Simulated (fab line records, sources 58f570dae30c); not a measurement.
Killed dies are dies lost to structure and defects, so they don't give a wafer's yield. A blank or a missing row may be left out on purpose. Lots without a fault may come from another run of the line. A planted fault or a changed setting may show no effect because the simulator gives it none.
Chamber matching | flow berkeley_cmos170 | UCB170_ZERO_ETCH_06 on rie_diel-01: 4 sister chambers
The step etches SiO2 in CHF3/CF4/Ar, time 12 s. 4 wafers are shown with their chamber, then 8 later ones without.

WAFERS WITH THEIR CHAMBER
wafer  | chamber | drypump_motor_current_A (A)
L086.1 | 2       | 6.0
L086.2 | 0       | 5.5
L086.3 | 1       | 5.1
L086.4 | 3       | 5.1

WAFERS WITHOUT THEIR CHAMBER
wafer  | drypump_motor_current_A (A)
L086.5 | 6.0
L086.6 | 5.0
L089.1 | 5.0
L089.2 | 5.5
L089.3 | 6.0
L089.4 | 5.1
L089.5 | 6.0
L089.6 | 5.0

WHICH CHAMBER EACH WENT THROUGH
wafer  | from the rows above     | in truth
L086.5 | 2                       | 2
L086.6 | can't be placed: 1 or 3 | 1
L089.1 | can't be placed: 1 or 3 | 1
L089.2 | 0                       | 0
L089.3 | 2                       | 2
L089.4 | can't be placed: 1 or 3 | 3
L089.5 | 2                       | 2
L089.6 | can't be placed: 1 or 3 | 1
Placed correctly: 4 of 8. Can't be placed from these rows: 4 (the true chamber is among the candidates in 4). Placed wrongly: 0.
How it was worked out, from the rows above alone: a wafer's distance from a chamber is the root of the sum, over the readings, of the square of ((its reading less the chamber's mean) divided by the reading's scatter). The wafer belongs to the nearest chamber; if the next one is less than 2 further off, it can't be placed. A chamber's mean is the mean of its shown wafers. The scatter: with one shown wafer a chamber, the root of the mean of the squares of how far each hidden wafer lies from its nearest shown one.
